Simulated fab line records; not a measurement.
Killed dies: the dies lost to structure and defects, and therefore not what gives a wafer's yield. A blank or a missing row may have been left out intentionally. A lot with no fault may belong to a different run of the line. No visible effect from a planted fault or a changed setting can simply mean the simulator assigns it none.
Code-filled problem report in 8D (eight disciplines) form || flow rit-cmos || the parts of the form that need people (team, actions taken, sign-off) are left out

1. WHAT IS WRONG
Across 9 wafers from 3 lots, ACTIVE_NITRIDE_THK at RIT_ACTIVE_THK_MEAS_04 averages 139.8 nm, while fault-free wafers read 150.8 nm with a standard deviation of 1.3. Measured from the usual mean, that is -8.5 standard deviations.
Earliest sighting: wafer L895.1 on film-metro-01 at day 2 16:13. The record has a number at this step for 45 wafers belonging to 15 lots. By rule, "out" or "out of limits" means more than 4 standard deviations away from the usual mean. The rest of the wafers with a number are treated as sound.

2. WHAT THIS IS AND IS NOT
{"question": "which readings at this step", "is": "ACTIVE_NITRIDE_THK", "is not": "-"}
{"question": "which lots", "is": "L895, L896, L898", "is not": "L890, L891, L892, L893, L904, L905, L907, L908, L910, L911, L912, L913"}
{"question": "which wafers of those lots", "is": "all that have a number", "is not": "-"}
{"question": "read on which gauges", "is": "film-metro-01, film-metro-03", "is not": "film-metro-04"}
{"question": "when", "is": "from day 2 16:13", "is not": "up to then (12 sound wafers); but 24 sound wafers of L904, L905, L907, L908, L910, L911, L912, L913 came after"}

3. SUSPECTS, AND WHAT RULES EACH OUT
Counting: a tool stays on the suspect list if, at a process step up to the reading, it processed all lots that are out and no sound lot following the first of them.
- the gauge at RIT_ACTIVE_THK_MEAS_04: ruled out. 2 gauges (film-metro-01, film-metro-03) read the wafers that are out.
- lpcvd-02 at RIT_ACTIVE_CVD_03 (deposits Si3N4 from SiH2Cl2/NH3, target thk 150 nm, time 1500 s): ruled out as a lasting fault. Sound lots L912 ran on it after its first lot that is out, L895 (day 2 14:48).
Left after counting: nothing in the record.

4. THE CAUSE (what the simulator had put in)
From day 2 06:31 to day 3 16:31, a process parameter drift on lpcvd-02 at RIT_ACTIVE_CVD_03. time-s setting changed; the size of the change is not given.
Counting ruled it out, wrongly: the rule takes a fault to strike every lot that its tool runs from its start on, and this one did not.

5. THE EFFECT CHAIN, in route order
Each row: a reading where the mean over the struck wafers with a number is more than 3 standard deviations away from the usual. Only readings whose record carries a usual standard deviation are examined. hours: median over the lots of the time between each lot's start at the first step of this table that gives one and its start at this step. sigmas: the change, counted in usual standard deviations.
{"hours": 0, "step": "RIT_ACTIVE_THK_MEAS_04", "reading": "ACTIVE_NITRIDE_THK", "usual": "150.8 nm", "on struck wafers": 139.8, "change": -11.0, "sigmas": -8.5}
Readings that are blank on the struck wafers while sound wafers have them: susceptor-temp-C at RIT_ACTIVE_CVD_03.

6. HOW IT WOULD HAVE BEEN CAUGHT EARLIER
The first out-of-limits reading at a measuring or inspecting step in this record came at day 2 16:13, 10 hours after the fault's start at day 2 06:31.
At RIT_ACTIVE_CVD_03 the tool's readings are blank on the struck wafers, where sound wafers have them: an empty tool record is the first sign, and it was there at once.
